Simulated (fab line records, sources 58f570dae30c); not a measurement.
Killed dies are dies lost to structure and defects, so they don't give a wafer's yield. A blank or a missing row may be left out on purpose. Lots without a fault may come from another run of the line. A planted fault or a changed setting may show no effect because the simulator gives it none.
One fault seen from 2 desks | flow berkeley_cmos170 | each desk has only its own numbers; what lay behind them comes last

THE TOOL OWNER'S DESK: implanter-03
The tool's own readings at UCB170_PLDD_IMPLANT_09: means of the sampled wafers that have a number, for each lot that ran on this tool. A lot is out of limits, marked OUT, if its mean lies more than 4 standard deviations from the usual mean; the brackets give that distance.
Columns: A = beam_on_s at UCB170_PLDD_IMPLANT_09, usual 10.00 s; B = dose_ions_cm2 at UCB170_PLDD_IMPLANT_09, usual 4.999e+13; C = faraday_current_uA at UCB170_PLDD_IMPLANT_09, usual 158.6
lot  | first seen here | A               | B                           | C
L927 | day 6 13:53     | 10.07           | 4.994e+13                   | 157.6
L932 | day 7 08:40     | 9.94            | 4.996e+13                   | 159.8
L935 | day 7 22:14     | 10.05           | 4.997e+13                   | 157.4
L938 | day 8 03:39     | 10.05           | 5.006e+13                   | 157.7
L941 | day 9 07:11     | 12.47 (+14) OUT | 6.849e+13 (+99 or more) OUT | 174.1 (+5.4) OUT
L946 | day 10 09:52    | 12.21 (+12) OUT | 6.847e+13 (+99 or more) OUT | 177.8 (+6.6) OUT
This desk's finding: out of limits on L941, L946; first on L941, day 9 07:11 (beam_on_s at UCB170_PLDD_IMPLANT_09). In limits: L927, L932, L935, L938.

THE METROLOGY DESK
What the gauges read, lot by lot, whatever tool the lot ran on: means of the sampled wafers that have a number. A lot is out of limits, marked OUT, if its mean lies more than 4 standard deviations from the usual mean; the brackets give that distance.
Columns: A = PLDD_TW at UCB170_PLDD_TW_MEAS_11, usual 1021; B = PLDD_RS at UCB170_SDANNEAL_RS_MEAS_04, usual 1032 ohm/sq
lot  | first seen here | A               | B
L926 | day 6 02:02     | 1018            | 1036
L927 | day 6 14:08     | 1032            | 1030
L933 | day 7 07:51     | 1011            | 1033
L930 | day 7 08:25     | 1012            | 1032
L932 | day 7 08:53     | 1013            | 1032
L929 | day 7 09:02     | 1025            | 1031
L935 | day 7 22:28     | 1033            | 1028
L937 | day 8 03:20     | 1013            | 1035
L938 | day 8 03:53     | 1014            | 1032
L941 | day 9 07:26     | 1076 (+6.7) OUT | 903 (-39) OUT
L945 | day 9 19:41     | 1025            | 1027
L947 | day 10 09:51    | 1018            | 1030
L946 | day 10 10:07    | 1077 (+7.0) OUT | 903 (-39) OUT
L948 | day 10 14:51    | 1032            | 1040
This desk's finding: out of limits on L941, L946; first on L941, day 9 07:26 (PLDD_TW at UCB170_PLDD_TW_MEAS_11). In limits: L926, L927, L933, L930, L932, L929, L935, L937, L938, L945, L947, L948.

PUT TOGETHER
The tool owner's desk could have raised an alarm at day 9 07:11, on L941, L946.
The metrology desk could have raised an alarm at day 9 07:26, on L941, L946.
Of the lots named, all ran UCB170_PLDD_IMPLANT_09 on implanter-03.

WHAT THE SIMULATOR HAD PUT IN
Process parameter drift: implanter-03, from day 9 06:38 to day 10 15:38, at UCB170_PLDD_IMPLANT_09. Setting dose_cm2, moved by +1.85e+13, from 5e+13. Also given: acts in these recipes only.
Lots struck among those shown: L941, L946.
Hours from the fault's start to each desk's first reading out of limits: the tool owner's desk, 1; the metrology desk, 1.
